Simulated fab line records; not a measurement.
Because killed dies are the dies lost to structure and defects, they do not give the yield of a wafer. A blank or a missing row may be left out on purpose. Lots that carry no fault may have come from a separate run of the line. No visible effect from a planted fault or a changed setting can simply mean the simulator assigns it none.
Problem report in the 8D (eight disciplines) form, filled by code | flow rit-cmos | the parts of the form that need people (team, actions taken, sign-off) are left out

== 1. WHAT IS WRONG ==
NWELL_RS at RIT_WELLDRIVE_RS_MEAS_01 reads a mean of 252.6 ohm/sq on 6 wafers of 2 lots; wafers without a fault read 275.5 ohm/sq with a standard deviation of 0.7. Relative to the usual mean, that is a shift of -33 standard deviations.
The step: measures by four-point-probe.
Seen first at day 3 15:50 on film-metro-04, wafer L642.3. At this step, 42 wafers from 14 lots have a number in the record. Rule for "out", or "out of limits": more than 4 standard deviations from the usual mean. Any other wafer with a number is counted as sound.

== 2. WHAT IT IS AND WHAT IT IS NOT ==
question                    | is                     | is not
which readings at this step | NWELL_RS               | -
which lots                  | L642, L643             | L635, L636, L640, L641, L644, L649, L650, L651, L654, L655, L657, L658
which wafers of those lots  | all that have a number | -
read on which gauges        | film-metro-04          | film-metro-01, film-metro-02
when                        | from day 3 15:50       | up to then (12 sound wafers); but 24 sound wafers of L644, L649, L650, L651, L654, L655, L657, L658 came after

== 3. SUSPECTS, AND WHAT RULES EACH OUT ==
Counting: a tool at a process step up to the reading stays a suspect if it ran every lot that is out and no sound lot after the first of them.
- the gauge at RIT_WELLDRIVE_RS_MEAS_01 has been ruled out. All the wafers that are out were read on film-metro-04, but those of them that RIT_WELLDRIVE_ANNEAL_00 has rows for are out there too, on other tools.
- furnace-01 at RIT_WELLDRIVE_ANNEAL_00 (time 14700 s): ruled out as a lasting fault. Following L642 (day 3 10:43), the first lot on it that is out, the sound lots L657, L658 were run on it.
Left after counting: nothing in the record.

== 4. THE CAUSE (what the simulator had put in) ==
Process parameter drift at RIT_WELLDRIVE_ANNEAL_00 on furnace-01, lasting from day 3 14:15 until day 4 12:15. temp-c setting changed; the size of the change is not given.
Counting ruled it out, wrongly: the rule takes a fault to strike every lot that its tool runs from its start on, and this one did not.

== 5. SEQUENCE OF EFFECTS, ordered by route ==
Rows list readings where the struck wafers' mean (over those with a number) sits beyond 3 standard deviations from the usual. Only readings for which the record gives a usual standard deviation are gone through. hours: the time from each lot's start at the first step in this table that gives one to its start at this step, as a median over the lots. sigmas: the change in usual standard deviations.
hours | step                     | reading                | usual        | on struck wafers | change | sigmas
0     | RIT_WELLDRIVE_ANNEAL_00  | spike-tc-centre-C      | 1102.6 C     | 1124.5           | +21.9  | +20
0     | RIT_WELLDRIVE_ANNEAL_00  | spike-tc-load-C        | 1129.1 C     | 1154.0           | +25.0  | +14
0     | RIT_WELLDRIVE_ANNEAL_00  | spike-tc-source-C      | 1128.3 C     | 1150.0           | +21.7  | +11
0     | RIT_WELLDRIVE_ANNEAL_00  | tube-center-temp-C     | 1100 C       | 1122             | +22    | +99 or more
0     | RIT_WELLDRIVE_ANNEAL_00  | tube_center_temp_C_max | 1102.8       | 1124.8           | +22.0  | +46
5     | RIT_WELLDRIVE_RS_MEAS_01 | NWELL_RS               | 275.5 ohm/sq | 252.6            | -22.9  | -33
5     | RIT_WELLDRIVE_RS_MEAS_02 | PWELL_RS               | 429.1 ohm/sq | 403.9            | -25.2  | -23
Process steps it contains:
- RIT_WELLDRIVE_ANNEAL_00: time 14700 s.

== 6. HOW IT WOULD HAVE BEEN CAUGHT EARLIER ==
2 hours passed between the start of the fault at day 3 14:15 and the first reading out of limits at a measuring or inspecting step in this record, taken at day 3 15:50.
At RIT_WELLDRIVE_ANNEAL_00, the tool's own readings (spike-tc-centre-C, spike-tc-load-C, spike-tc-source-C, tube-center-temp-C, tube_center_temp_C_max) were out on each struck wafer the step has a row for, so an alarm limit on them would have fired on the first such wafer.
